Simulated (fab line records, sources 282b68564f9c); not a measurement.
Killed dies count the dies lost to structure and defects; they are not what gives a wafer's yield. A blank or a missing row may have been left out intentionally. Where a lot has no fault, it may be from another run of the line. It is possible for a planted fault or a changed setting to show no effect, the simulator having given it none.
A struck lot beside a sound one || flow rit cmos || 16 steps out of a route of 202
Sound: wafers L645.2, L645.4, L645.5. Wafers L650.3, L650.4, L650.5 were the ones struck. At the end, the cause is stated.
Order at every step that has rows: each side's tool, ch and its chambers, its first start. Under that, the readings that differ: sound wafers || struck wafers || difference of the means || sigmas: that difference in standard deviations of wafers without a fault.
alike: readings whose means differ by less than 2 such deviations, and words and numbers that are the same on both sides. not compared: withheld readings, readings that some wafer has no value for, bounds like >300 that may hide the same value, and numbers for which the record gives no deviation and whose values overlap.
A row with sigmas, a row that says differs or no value, or rows on one side alone: a step with any of these is where the two part. Non-overlapping numbers with no deviation appear without sigmas and do not part them. Lack of a reading on every wafer of one side parts them only where that side has two or more wafers.

RIT_CONTACT_STRIP_12: strips in O2, time 180 s.
  sound on plasma asher-04 ch 0,1, day 3 20:49; struck on plasma asher-01 ch 0,1, day 5 07:05
{"reading": "drypump motor current A (A)", "sound": "5.4 5.5 5.6", "struck": "6.3 6.2 6.2", "difference": "+0.7", "sigmas": "+2"}
  alike: chamber pressure mTorr
  not compared: rf hours counter h
RIT_CONTACT_CD_MEAS_90 targets a cd of 1000 nm.
  struck on cd sem-01, day 5 07:15; sound on cd sem-02, day 3 21:01
  alike: cd nm
then, 2 steps without rows for these wafers: RIT_CONTACT_CLEAN_13 (cleans in SC1, time 600 s); RIT_CONTACT_CLEAN_14 (cleans in SC2, time 600 s).
RIT_M1_SPUTTER_00: material Al, target thk 400 nm, time 500 s.
  struck on pvd sputter-02, day 5 07:41; sound on pvd sputter-01, day 3 21:28
  alike: cathode dc power W, throttle valve pct
RIT_M1_RS_MEAS_01: the measuring method here is four-point-probe.
  struck on film metro-03, day 5 08:01; sound on film metro-01, day 3 21:47
  alike: M1_AL_RS
RIT_M1_THK_MEAS_02: measures by xrf.
  struck on film metro-03, day 5 08:07; sound on film metro-01, day 3 21:53
  alike: M1_AL_THK
then, 5 steps without rows for these wafers: RIT_M1_HMDS_03 (prime time 60 s); RIT_M1_COAT_04 (resist thk 1300 nm); RIT_M1_SOFTBAKE_05 (time 60 s); RIT_M1_EXPOSE_06 (exposes mask M12, target cd 2600 nm); RIT_M1_PEB_07.
RIT_M1_DEVELOP_08: develop time 65.5 s.
  sound on litho track-01 ch 0, day 3 22:00; struck on litho track-02 ch 0, day 5 09:00
{"reading": "developer temp C (C)", "sound": "22.87 22.96 22.97", "struck": "25.13 25.21 25.34", "difference": "+2.29", "sigmas": "+21"}
RIT_M1_CD_MEAS_09 targets a cd of 2600 nm.
  struck on cd sem-01, day 5 09:18; sound on cd sem-01, day 3 22:58
{"reading": "cd nm (nm)", "sound": "2598.9 2598.9 2598.7", "struck": "2605.2 2606.5 2607.1", "difference": "+7.4", "sigmas": "+3"}
RIT_M1_OVL_MEAS_10:
  struck on overlay-01, day 5 09:24; sound on overlay-02, day 3 23:04
  alike: M1_OVL
RIT_M1_PROBE_99:
  struck on prober-02, day 5 12:01; sound on prober-01, day 4 01:39
{"reading": "model.etest.nldd.rs ohm sq rim less centre", "sound": "-0.9451 -2.522 -2.145", "struck": "3.938 5.245 6.889", "difference": "+7.228", "sigmas": ""}
  alike: killed_at_M0_to_M3, killed at front end, killed dies, killed open, killed short
  not compared: model.etest.nldd.rs ohm sq range, model.etest.nmos_0p15.drive ua um range, model.etest.nmos_0p15.vt v range, model.etest.nmos_0p15.vt v rim less centre

== WHERE THEY PART ==
First at RIT_CONTACT_STRIP_12; last, within this record, at RIT_M1_CD_MEAS_09. Later steps at which nothing parts them and some readings are alike: RIT_M1_OVL_MEAS_10, RIT_M1_PROBE_99.

WHY: the cause the simulator had injected
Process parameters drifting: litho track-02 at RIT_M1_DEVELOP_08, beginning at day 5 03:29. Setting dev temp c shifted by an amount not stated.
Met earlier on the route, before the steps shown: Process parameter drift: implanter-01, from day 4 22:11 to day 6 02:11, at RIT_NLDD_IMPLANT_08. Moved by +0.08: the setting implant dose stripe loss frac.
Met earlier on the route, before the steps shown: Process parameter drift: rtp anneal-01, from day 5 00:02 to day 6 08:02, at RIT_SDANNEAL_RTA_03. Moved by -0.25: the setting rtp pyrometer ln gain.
